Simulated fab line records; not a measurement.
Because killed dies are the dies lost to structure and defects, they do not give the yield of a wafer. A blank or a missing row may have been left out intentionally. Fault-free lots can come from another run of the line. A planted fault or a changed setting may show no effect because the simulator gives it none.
A single fault, viewed from 2 desks -- flow berkeley_cmos170 -- each desk has only its own numbers; what lay behind them comes last

AT THE METROLOGY DESK
What the gauges read, lot by lot, whatever tool the lot ran on: means of the sampled wafers that have a number. Marked OUT: a lot whose mean sits more than 4 standard deviations from the usual mean, which makes it out of limits; the brackets give that distance.
Columns: A = cd_nm at UCB170_PLDD_CD_MEAS_06, usual 1199.9 nm; B = cd_nm at UCB170_PSD_CD_MEAS_06, usual 1200.1 nm
lot,first seen here,A,B
L531,day 6 18:14,1199.8,1197.4
L530,day 6 18:37,1201.0,1200.8
L532,day 6 19:19,1199.8,1200.5
L533,day 6 19:26,1199.7,1202.1
L541,day 8 15:53,1199.8,1199.6
L540,day 8 16:43,1199.2,1200.0
L544,day 9 06:40,1198.9,1200.2
L542,day 9 06:56,1202.4,1201.7
L545,day 9 07:34,1197.9,1200.6
L547,day 9 20:45,1201.2,1199.7
L548,day 10 03:35,1201.2,1199.4
L553,day 10 20:48,1199.7,1198.8
Finding of this desk: none of the 12 lots has anything out of limits.

TOOL OWNER'S DESK, plasma_asher-02
The tool's own readings at UCB170_NSD_STRIP_09 (strips in O2): means of the sampled wafers that have a number, for each lot that ran on this tool. Marked OUT: a lot whose mean sits more than 4 standard deviations from the usual mean, which makes it out of limits; the brackets give that distance.
Columns: A = drypump_motor_current_A at UCB170_NSD_STRIP_09, usual 5.7 A; B = oes_product_au at UCB170_NSD_STRIP_09, usual 0.531 a.u.; C = strip_time_to_endpoint_s at UCB170_NSD_STRIP_09, usual 36.04 s
lot,first seen here,A,B,C
L531,day 7 05:47,5.5,0.531,36.01
L530,day 7 06:14,5.2,0.530,36.04
L541,day 9 02:18,5.0,0.578 (+12) OUT,36.05
L540,day 9 02:46,5.5,0.581 (+12) OUT,35.91
Finding of this desk: L540, L541 out of limits; the first was L541 at day 9 02:18, on oes_product_au at UCB170_NSD_STRIP_09. L531, L530: within limits.

TAKEN TOGETHER
The tool owner's desk could have raised an alarm at day 9 02:18, on L540, L541.
The metrology desk saw nothing out of limits.
The metrology desk has L540, L541 on record, within its limits.
The lots listed all ran UCB170_NSD_STRIP_09 on plasma_asher-02.

WHAT THE SIMULATOR PUT IN
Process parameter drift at UCB170_NSD_STRIP_09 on plasma_asher-02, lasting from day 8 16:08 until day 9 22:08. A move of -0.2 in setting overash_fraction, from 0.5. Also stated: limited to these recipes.
Lots struck among those shown: L540, L541.
Hours from the fault's start to each desk's first reading out of limits: the tool owner's desk, 10.
